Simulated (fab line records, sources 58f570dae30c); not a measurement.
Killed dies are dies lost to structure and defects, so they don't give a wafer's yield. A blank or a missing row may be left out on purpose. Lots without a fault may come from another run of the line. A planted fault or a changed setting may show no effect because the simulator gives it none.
fab line records | flow berkeley_cmos170
record lots=5 wafers=23
route steps=331 shown NLDD@167 NSD@188 SILICIDE@211 M1@245 V2@302
start_h: hours from the record's first day to the start of the lot's first wafer shown | wait_h: hours since the lot's step before | " the same as in the row above | L1.1+2: a row that stands for several wafers | - no value, or no start given | * or withheld: withheld | < > ~ a bound
route shown NAME@n: a module of which the file shows steps, and the number in the route of the first | usual: mean/standard deviation of fault-free wafers | same: alike in all rows | chamber/n: place in a boat | sites: the reading at each site | _std_site: their standard deviation | _edge_site: outer sites' mean less inner sites' | radius_mm: how far each site lies from the wafer's centre | mask NAME#n: copy n | behind: the tool/chamber that last shaped the wafer | hold: why the lot was held/for how many hours/how that ended | device: the transistor (n, p or np) that didn't switch | end of line: the same wafers' tests at the end of the route | a step without rows: its recipe alone | killed: dies lost to structure and defects at the first sort, not the wafer's yield | map: a wafer's dies, x killed, . not, _ none there
set.NAME: the setting as run; set.NAME@STEP: as run at that earlier step | model.NAME: the simulator's own value behind a step, which no gauge read
lots whose settings were changed on purpose; a table a step, a row a wafer
## steps
# step UCB170_NLDD_IMPLANT_09
# recipe species=As dose_cm2=5e+13 energy_kev=30 tilt_deg=7 rotation_deg=180
# columns lot.wafer tool chamber start_h wait_h set.energy_kev model.implant.drp_nm
L074.1+3+5 implanter-03 0 130.07 0.1 30 9.611
L074.2+4 " 0 " " 29.31 9.449
L076.2+6 implanter-02 0 136.55 0.1 30.86 9.812
L076.3+4+5 " 0 " " 30 9.611
L077.1+2+4+5+6 implanter-02 0 151.26 0.1 30 9.611
L080.1+2+3+4+5 implanter-02 0 155.06 0.1 30 9.611
L083.2+4+5 implanter-03 0 168.09 0.1 30 9.611
# step UCB170_NLDD_STRIP_10
# recipe chemistry=O2 power_w=400 pressure_mtorr=3500 platen_temp_c=withheld o2_flow_sccm=400 overash_fraction=0.5
# usual strip_time_to_endpoint_s=21.59/0.051
# columns lot.wafer tool chamber start_h wait_h set.spin_rpm@NLDD_COAT_01 strip_time_to_endpoint_s
L074.1 plasma_asher-01 1 130.22 0.1 1500 21.58
L074.2 " 0 " " 1500 21.61
L074.3 " 1 " " 1569 21.11
L074.4 " 0 " " 1500 21.57
L074.5 " 1 " " 1569 21.13
L076.2 plasma_asher-01 1 136.67 0.1 1500 21.78
L076.3 " 0 " " 1500 21.69
L076.4 " 1 " " 1500 21.62
L076.5 " 1 " " 1500 21.67
L076.6 " 0 " " 1500 21.69
L077.1 plasma_asher-01 1 151.41 0.1 1500 21.53
L077.2 " 0 " " 1391 22.41
L077.4 " 0 " " 1500 21.55
L077.5 " 0 " " 1391 22.41
L077.6 " 1 " " 1391 22.46
L080.1 plasma_asher-01 1 155.21 0.1 1500 21.52
L080.2 " 0 " " 1400 22.27
L080.3 " 0 " " 1400 22.32
L080.4 " 1 " " 1500 21.49
L080.5 " 0 " " 1400 22.27
L083.2 plasma_asher-02 0 168.21 0.1 1500 21.63
L083.4 " 0 " " 1500 21.60
L083.5 " 1 " " 1500 21.59
# step UCB170_NSD_COAT_01
# recipe resist=KrF spin_rpm=1500 resist_thk_nm=900
# columns lot.wafer tool chamber start_h wait_h set.resist_thk_nm model.KrF_of_NSD_COAT_01.thk_nm
L074.1 litho_track-03 0 137.70 0.1 862.3 864.1
L074.2 " 0 " " 900 901.5
L074.3 " 0 " " 900 902.5
L074.4 " 0 " " 862.3 866.1
L074.5 " 0 " " 900 902.8
L076.2 litho_track-03 0 144.94 0.1 900 899.1
L076.3 " 0 " " 900 901.6
L076.4 " 0 " " 856 854.3
L076.5 " 0 " " 856 858.2
L076.6 " 0 " " 856 858.9
L077.1 litho_track-04 0 161.83 0.1 900 899.4
L077.2 " 0 " " 900 901.1
L077.4 " 0 " " 900 900.4
L077.5 " 0 " " 918.8 920.2
L077.6 " 0 " " 918.8 917.6
L080.1 litho_track-03 0 163.73 0.1 900 904.1
L080.2 " 0 " " 900 905
L080.3 " 0 " " 900 904.8
L080.4 " 0 " " 900 904.5
L080.5 " 0 " " 900 904.6
L083.2 litho_track-01 0 176.24 0.1 900 898.8
L083.4 " 0 " " 900 898
L083.5 " 0 " " 900 900.9
# step UCB170_NSD_SOFTBAKE_02
# recipe resist=KrF temp_c=130 time_s=60
# step UCB170_NSD_EXPOSE_03
# recipe mask_id=NSELECT_MOD na=0.5 sigma_outer=0.6 source_shape=conventional target_cd_nm=1200 dose_mj=30
# step UCB170_NSD_IMPLANT_08
# recipe species=P dose_cm2=3e+15 energy_kev=40 tilt_deg=7
# step UCB170_NSD_STRIP_09
# recipe chemistry=O2 power_w=400 pressure_mtorr=3500 platen_temp_c=withheld o2_flow_sccm=400 overash_fraction=0.5
# usual strip_time_to_endpoint_s=35.87/0.059
# columns lot.wafer tool chamber start_h wait_h set.resist_thk_nm@NSD_COAT_01 strip_time_to_endpoint_s
L074.1 plasma_asher-01 1 138.88 0.1 862.3 34.94
L074.2 " 0 " " 900 35.83
L074.3 " 1 " " 900 35.86
L074.4 " 0 " " 862.3 35.01
L074.5 " 0 " " 900 35.86
L076.2 plasma_asher-04 0 146.24 0.1 900 35.78
L076.3 " 0 " " 900 35.85
L076.4 " 1 " " 856 34.73
L076.5 " 1 " " 856 34.83
L076.6 " 0 " " 856 34.81
L077.1 plasma_asher-01 1 163.16 0.1 900 35.78
L077.2 " 0 " " 900 35.89
L077.4 " 0 " " 900 35.80
L077.5 " 0 " " 918.8 36.27
L077.6 " 1 " " 918.8 36.27
L080.1 plasma_asher-01 1 165.24 0.1 900 35.91
L080.2 " 0 " " 900 35.87
L080.3 " 1 " " 900 35.89
L080.4 " 0 " " 900 35.89
L080.5 " 1 " " 900 35.90
L083.2 plasma_asher-03 0 177.90 0.1 900 35.80
L083.4 " 1 " " 900 35.78
L083.5 " 1 " " 900 35.86
# step UCB170_SILICIDE_SPUTTER_01
# recipe material=Ti target_thk_nm=30 time_s=25 power_w=1500 chamber_pressure_pa=0.5
# columns lot.wafer tool chamber start_h wait_h set.time_s model.Ti_of_SILICIDE_SPUTTER_01.thk_nm
L074.1 pvd_sputter-01 - 140.61 0.0 25 30.24
L074.2 " - " " 21.69 25.96
L074.3 " - " " 21.69 26.73
L074.4 " - " " 25 30.45
L074.5 " - " " 25 29.63
L076.2 pvd_sputter-01 - 148.49 0.0 25 30.46
L076.3 " - " " 25 29.74
L076.4 " - " " 25 30.67
L076.5 " - " " 25 30.23
L076.6 " - " " 25 30.38
L077.1 pvd_sputter-02 - 167.17 0.0 25 29.69
L077.2 " - " " 25 29.96
L077.4 " - " " 23.86 28.46
L077.5 " - " " 25 31.29
L077.6 " - " " 23.86 28.5
L080.1 pvd_sputter-01 - 167.30 0.0 25 30.3
L080.2 " - " " 25 29.99
L080.3 " - " " 28.16 34.25
L080.4 " - " " 25 30.78
L080.5 " - " " 28.16 33.92
L083.2 pvd_sputter-01 - 180.15 0.0 25 30.19
L083.4 " - " " 25 30.36
L083.5 " - " " 25 29.9
# step UCB170_SILICIDE_RS_MEAS_02
# recipe thk_meas_gauge=four-point-probe reads=Ti_of_SILICIDE_SPUTTER_01
# usual SILICIDE_TI_RS=25.9/0.52
# columns lot.wafer tool chamber start_h wait_h set.time_s@SILICIDE_SPUTTER_01 SILICIDE_TI_RS[ohm/sq]
L074.1 film_metro-04 - 140.65 0.0 25 25.8
L074.2 " - " " 21.69 30.9
L074.3 " - " " 21.69 29.8
L074.4 " - " " 25 25.5
L074.5 " - " " 25 26.4
L076.2 film_metro-02 - 148.54 0.0 25 25.6
L076.3 " - " " 25 26.4
L076.4 " - " " 25 25.5
L076.5 " - " " 25 25.9
L076.6 " - " " 25 25.8
L077.1 film_metro-01 - 167.20 0.0 25 26.4
L077.2 " - " " 25 26.2
L077.4 " - " " 23.86 27.8
L077.5 " - " " 25 24.9
L077.6 " - " " 23.86 27.7
L080.1 film_metro-02 - 167.33 0.0 25 25.8
L080.2 " - " " 25 26.1
L080.3 " - " " 28.16 22.4
L080.4 " - " " 25 25.4
L080.5 " - " " 28.16 22.6
L083.2 film_metro-01 - 180.20 0.0 25 25.9
L083.4 " - " " 25 25.7
L083.5 " - " " 25 26.2
# step UCB170_SILICIDE_THK_MEAS_03
# recipe thk_meas_gauge=xrf reads=Ti_of_SILICIDE_SPUTTER_01
# usual SILICIDE_TI_THK=30.6/0.56
# columns lot.wafer tool chamber start_h wait_h set.time_s@SILICIDE_SPUTTER_01 SILICIDE_TI_THK[nm]
L074.1 film_metro-04 - 140.77 0.1 25 30.6
L074.2 " - " " 21.69 26.3
L074.3 " - " " 21.69 27.2
L074.4 " - " " 25 31.1
L074.5 " - " " 25 30.1
L076.2 film_metro-02 - 148.65 0.1 25 30.8
L076.3 " - " " 25 30.1
L076.4 " - " " 25 31.1
L076.5 " - " " 25 30.7
L076.6 " - " " 25 30.8
L077.1 film_metro-01 - 167.32 0.1 25 30.3
L077.2 " - " " 25 30.4
L077.4 " - " " 23.86 28.9
L077.5 " - " " 25 31.8
L077.6 " - " " 23.86 29.1
L080.1 film_metro-02 - 167.45 0.1 25 30.7
L080.2 " - " " 25 30.4
L080.3 " - " " 28.16 34.9
L080.4 " - " " 25 31.3
L080.5 " - " " 28.16 34.4
L083.2 film_metro-01 - 180.31 0.1 25 30.7
L083.4 " - " " 25 30.7
L083.5 " - " " 25 30.5
# step UCB170_M1_PEB_07
# recipe peb_temp_c=130 peb_time_s=withheld resist=KrF
# columns lot.wafer tool chamber start_h wait_h set.peb_temp_c
L074.1+2+4 litho_track-03 0 147.39 0.3 130
L074.3+5 " 0 " " 131.2
L076.2+3+6 litho_track-03 0 154.93 0.1 133.4
L076.4+5 " 0 " " 130
L080.1+2+3+4+5 litho_track-03 0 178.49 0.6 130
L077.1+5+6 litho_track-01 0 178.59 0.6 133.4
L077.2+4 " 0 " " 130
L083.2+4+5 litho_track-02 0 186.83 0.4 130
# step UCB170_M1_DEVELOP_08
# recipe developer=TMAH develop_time_s=45 resist=KrF dev_temp_c=21
# step UCB170_M1_CD_MEAS_09
# recipe target_cd_nm=700
# usual cd_nm=699.6/1.2
# columns lot.wafer tool chamber start_h wait_h set.peb_temp_c@M1_PEB_07 cd_nm
L074.1 cd_sem-01 - 147.66 - 130 699.5
L074.2 " - " " 130 700.2
L074.3 " - " " 131.2 693.0
L074.4 " - " " 130 701.0
L074.5 " - " " 131.2 692.9
L076.2 cd_sem-02 - 155.20 - 133.4 678.3
L076.3 " - " " 133.4 679.4
L076.4 " - " " 130 699.2
L076.5 " - " " 130 699.3
L076.6 " - " " 133.4 679.5
L080.1 cd_sem-02 - 178.77 - 130 702.1
L080.2 " - " " 130 701.1
L080.3 " - " " 130 701.1
L080.4 " - " " 130 701.3
L080.5 " - " " 130 699.7
L077.1 cd_sem-01 - 178.86 - 133.4 678.3
L077.2 " - " " 130 699.2
L077.4 " - " " 130 699.5
L077.5 " - " " 133.4 677.7
L077.6 " - " " 133.4 680.3
L083.2 cd_sem-02 - 187.10 - 130 700.6
L083.4 " - " " 130 700.7
L083.5 " - " " 130 698.9
# step UCB170_M1_ETCH_11
# recipe chemistry=N2/H2 target_depth_a=withheld overetch_a=withheld target=BARC time_s=withheld source_w=500 bias_w=100 pressure_mtorr=30 n2_flow_sccm=100 h2_flow_sccm=200
# columns lot.wafer tool chamber start_h wait_h set.peb_temp_c@M1_PEB_07 model.M1.cd_nm
L074.1 rie_diel-04 3 147.82 0.0 130 700.2
L074.2 " 0 " " 130 699.4
L074.3 " 1 " " 131.2 692.9
L074.4 " 2 " " 130 701.4
L074.5 " 0 " " 131.2 692.6
L076.2 rie_diel-01 3 155.33 0.0 133.4 680.1
L076.3 " 2 " " 133.4 679.8
L076.4 " 2 " " 130 699.8
L076.5 " 0 " " 130 699.3
L076.6 " 3 " " 133.4 681.7
L080.1 rie_diel-01 1 178.92 0.0 130 700.9
L080.2 " 2 " " 130 700.4
L080.3 " 3 " " 130 701.9
L080.4 " 1 " " 130 700.1
L080.5 " 3 " " 130 700.2
L077.1 rie_diel-04 3 179.02 0.0 133.4 678.9
L077.2 " 1 " " 130 699
L077.4 " 2 " " 130 699.5
L077.5 " 3 " " 133.4 679.1
L077.6 " 0 " " 133.4 679.8
L083.2 rie_diel-01 2 187.23 0.0 130 701.6
L083.4 " 3 " " 130 701.5
L083.5 " 1 " " 130 696.9
# step UCB170_M1_METAL_ETCH_12
# recipe chemistry=Cl2/BCl3 target=Al stop_on=PSG pressure_mtorr=12 target_depth_a=7800 over_etch_frac=0.3 time_s=130 icp_w=600 bias_w=120 Cl2_flow_sccm=90 bcl3_flow_sccm=45
# columns lot.wafer tool chamber start_h wait_h set.peb_temp_c@M1_PEB_07 model.M1.cd_nm
L074.1 rie_metal-02 1 147.86 - 130 704.4
L074.2 " 0 " " 130 702.9
L074.3 " 1 " " 131.2 695.8
L074.4 " 0 " " 130 705.4
L074.5 " 0 " " 131.2 696.2
L076.2 rie_metal-03 1 155.37 - 133.4 677.2
L076.3 " 0 " " 133.4 675.9
L076.4 " 1 " " 130 696.7
L076.5 " 1 " " 130 695.6
L076.6 " 0 " " 133.4 680.1
L080.1 rie_metal-02 0 178.97 - 130 703.5
L080.2 " 1 " " 130 700.6
L080.3 " 0 " " 130 705.4
L080.4+5 " 1 " " 130 699.3
L077.1 rie_metal-03 0 179.06 - 133.4 677.7
L077.2 " 0 " " 130 697.1
L077.4 " 0 " " 130 697
L077.5 " 0 " " 133.4 678.1
L077.6 " 0 " " 133.4 679.9
L083.2 rie_metal-02 0 187.28 - 130 705.7
L083.4 " 0 " " 130 706.7
L083.5 " 1 " " 130 698.2
# step UCB170_M1_STRIP_13
# recipe chemistry=O2 power_w=400 pressure_mtorr=3500 platen_temp_c=withheld o2_flow_sccm=400 overash_fraction=0.5
# step UCB170_M1_CD_MEAS_90
# recipe target_cd_nm=700
# usual cd_nm=700/3.8
# columns lot.wafer tool chamber start_h wait_h set.peb_temp_c@M1_PEB_07 cd_nm
L074.1 cd_sem-02 - 148.09 0.1 130 705
L074.2 " - " " 130 703
L074.3 " - " " 131.2 696
L074.4 " - " " 130 705
L074.5 " - " " 131.2 697
L076.2 cd_sem-02 - 155.63 0.1 133.4 677
L076.3 " - " " 133.4 676
L076.4 " - " " 130 697
L076.5 " - " " 130 695
L076.6 " - " " 133.4 680
L080.1 cd_sem-01 - 179.20 0.1 130 703
L080.2 " - " " 130 701
L080.3 " - " " 130 705
L080.4 " - " " 130 699
L080.5 " - " " 130 700
L077.1 cd_sem-02 - 179.43 0.1 133.4 678
L077.2 " - " " 130 697
L077.4 " - " " 130 697
L077.5 " - " " 133.4 678
L077.6 " - " " 133.4 680
L083.2 cd_sem-02 - 187.53 0.1 130 706
L083.4 " - " " 130 707
L083.5 " - " " 130 698
# step UCB170_V2_PEB_10
# recipe peb_temp_c=130 peb_time_s=withheld resist=KrF
# columns lot.wafer tool chamber start_h wait_h set.peb_temp_c
L074.1+4+5 litho_track-01 0 159.35 0.1 132.2
L074.2+3 " 0 " " 130
L076.2+3+4+5+6 litho_track-02 0 169.35 0.3 130
L080.1+3+5 litho_track-02 0 193.33 0.5 130
L080.2+4 " 0 " " 131.6
L077.1+4+5 litho_track-02 0 193.61 0.5 130
L077.2+6 " 0 " " 132.1
L083.2+4+5 litho_track-04 0 201.23 0.1 130
# step UCB170_V2_DEVELOP_11
# recipe developer=TMAH develop_time_s=45 resist=KrF dev_temp_c=21
# step UCB170_V2_CD_MEAS_12
# recipe target_cd_nm=700
# usual cd_nm=700.0/1.2
# columns lot.wafer tool chamber start_h wait_h set.peb_temp_c@V2_PEB_10 cd_nm
L074.1 cd_sem-02 - 159.62 - 132.2 712.2
L074.2 " - " " 130 699.1
L074.3 " - " " 130 699.8
L074.4 " - " " 132.2 714.8
L074.5 " - " " 132.2 712.1
L076.2 cd_sem-01 - 169.62 - 130 699.4
L076.3 " - " " 130 700.9
L076.4 " - " " 130 700.0
L076.5 " - " " 130 701.1
L076.6 " - " " 130 701.8
L080.1 cd_sem-01 - 193.61 - 130 700.3
L080.2 " - " " 131.6 712.3
L080.3 " - " " 130 698.5
L080.4 " - " " 131.6 710.4
L080.5 " - " " 130 699.3
L077.1 cd_sem-02 - 193.88 - 130 702.1
L077.2 " - " " 132.1 713.0
L077.4 " - " " 130 700.3
L077.5 " - " " 130 700.6
L077.6 " - " " 132.1 714.7
L083.2 cd_sem-01 - 201.50 - 130 701.4
L083.4 " - " " 130 701.3
L083.5 " - " " 130 700.6
# step UCB170_V2_ETCH_14
# recipe chemistry=CHF3/CF4/Ar target=SiO2 stop_on=Al CHF3_flow_sccm=45 cf4_flow_sccm=15 Ar_flow_sccm=150 pressure_mtorr=200 rf_w=700 target_depth_a=12500 over_etch_frac=0.25 time_s=291
# columns lot.wafer tool chamber start_h wait_h set.peb_temp_c@V2_PEB_10 model.V2.cd_nm
L074.1 rie_diel-01 0 159.78 0.0 132.2 713.2
L074.2 " 2 " " 130 700.9
L074.3 " 3 " " 130 699.4
L074.4 " 3 " " 132.2 714.4
L074.5 " 2 " " 132.2 713.4
L076.2 rie_diel-02 3 169.76 0.0 130 700.7
L076.3 " 1 " " 130 700.5
L076.4 " 2 " " 130 699.5
L076.5 " 2 " " 130 700.3
L076.6 " 1 " " 130 701
L080.1 rie_diel-03 2 193.77 0.0 130 702
L080.2 " 1 " " 131.6 712.4
L080.3 " 3 " " 130 696.7
L080.4 " 0 " " 131.6 709.3
L080.5 " 3 " " 130 696.8
L077.1+4 rie_diel-01 3,2 194.04 0.0 130 701.4
L077.2 " 2 " " 132.1 714.6
L077.5 " 1 " " 130 699.8
L077.6 " 3 " " 132.1 714
L083.2 rie_diel-01 3 201.64 0.0 130 700.7
L083.4 " 1 " " 130 700.6
L083.5 " 3 " " 130 699.7
# step UCB170_V2_STRIP_15
# recipe chemistry=O2 power_w=400 pressure_mtorr=3500 platen_temp_c=withheld o2_flow_sccm=400 overash_fraction=0.5
# columns lot.wafer tool chamber start_h wait_h set.o2_flow_sccm
L074.1+2+3+4+5 plasma_asher-03 0,1,0,1,0 159.96 0.1 400
L076.2+5+6 plasma_asher-03 0,0,1 169.93 0.1 400
L076.3+4 " 1,0 " " 451.5
L080.1+2 plasma_asher-01 0,1 193.94 0.1 400
L080.3+4+5 " 1,0,0 " " 368
L077.1+2+4+5+6 plasma_asher-02 0,1,0,1,0 194.22 0.1 400
L083.2+4+5 plasma_asher-01 0,1,1 201.82 0.1 400
# step UCB170_V2_CD_MEAS_90
# recipe target_cd_nm=700
# usual cd_nm=700.0/1.6
# columns lot.wafer tool chamber start_h wait_h set.peb_temp_c@V2_PEB_10 cd_nm
L074.1 cd_sem-02 - 160.06 0.1 132.2 713.3
L074.2 " - " " 130 700.9
L074.3 " - " " 130 699.4
L074.4 " - " " 132.2 714.3
L074.5 " - " " 132.2 713.4
L076.2 cd_sem-02 - 170.05 0.1 130 700.6
L076.3 " - " " 130 700.2
L076.4 " - " " 130 699.4
L076.5 " - " " 130 700.2
L076.6 " - " " 130 701.0
L080.1 cd_sem-01 - 194.04 0.1 130 702.1
L080.2 " - " " 131.6 712.5
L080.3 " - " " 130 696.4
L080.4 " - " " 131.6 709.4
L080.5 " - " " 130 697.1
L077.1 cd_sem-01 - 194.32 0.1 130 701.8
L077.2 " - " " 132.1 714.4
L077.4 " - " " 130 701.6
L077.5 " - " " 130 699.6
L077.6 " - " " 132.1 714.1
L083.2 cd_sem-01 - 201.98 0.1 130 700.6
L083.4 " - " " 130 700.6
L083.5 " - " " 130 699.9
## key
split step=UCB170_NLDD_IMPLANT_09 setting=energy_kev stated=30 by=wafer
response step=UCB170_NLDD_IMPLANT_09 reading=model.implant.drp_nm change=+0.0701 per=1% r=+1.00
split step=UCB170_NSD_COAT_01 setting=resist_thk_nm stated=900 by=wafer
response step=UCB170_NSD_COAT_01 reading=model.KrF_of_NSD_COAT_01.thk_nm change=+8.86 per=1% r=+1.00
response step=UCB170_NSD_STRIP_09 reading=strip_time_to_endpoint_s change=* per=1% r=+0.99
split step=UCB170_SILICIDE_SPUTTER_01 setting=time_s stated=25 by=wafer
response step=UCB170_SILICIDE_SPUTTER_01 reading=model.Ti_of_SILICIDE_SPUTTER_01.thk_nm change=+0.296 per=1% r=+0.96
response step=UCB170_SILICIDE_RS_MEAS_02 reading=SILICIDE_TI_RS change=-0.305 per=1% r=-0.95
response step=UCB170_SILICIDE_THK_MEAS_03 reading=SILICIDE_TI_THK change=+0.301 per=1% r=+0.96
split step=UCB170_M1_PEB_07 setting=peb_temp_c stated=130 by=wafer
response step=UCB170_M1_CD_MEAS_09 reading=cd_nm change=-7.8 per=1% r=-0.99
response step=UCB170_M1_ETCH_11 reading=model.M1.cd_nm change=-7.5 per=1% r=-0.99
response step=UCB170_M1_METAL_ETCH_12 reading=model.M1.cd_nm change=-7.14 per=1% r=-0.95
response step=UCB170_M1_CD_MEAS_90 reading=cd_nm change=-7.14 per=1% r=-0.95
split step=UCB170_V2_PEB_10 setting=peb_temp_c stated=130 by=wafer
response step=UCB170_V2_CD_MEAS_12 reading=cd_nm change=+8.38 per=1% r=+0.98
response step=UCB170_V2_ETCH_14 reading=model.V2.cd_nm change=+8.57 per=1% r=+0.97
response step=UCB170_V2_CD_MEAS_90 reading=cd_nm change=+8.53 per=1% r=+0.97
split step=UCB170_V2_STRIP_15 setting=o2_flow_sccm stated=400 by=wafer
response none clear
split outside_this_file step=UCB170_NLDD_COAT_01 setting=spin_rpm
# split outside_this_file: this setting was split too, and the file shows its column; the key of that split is in another file
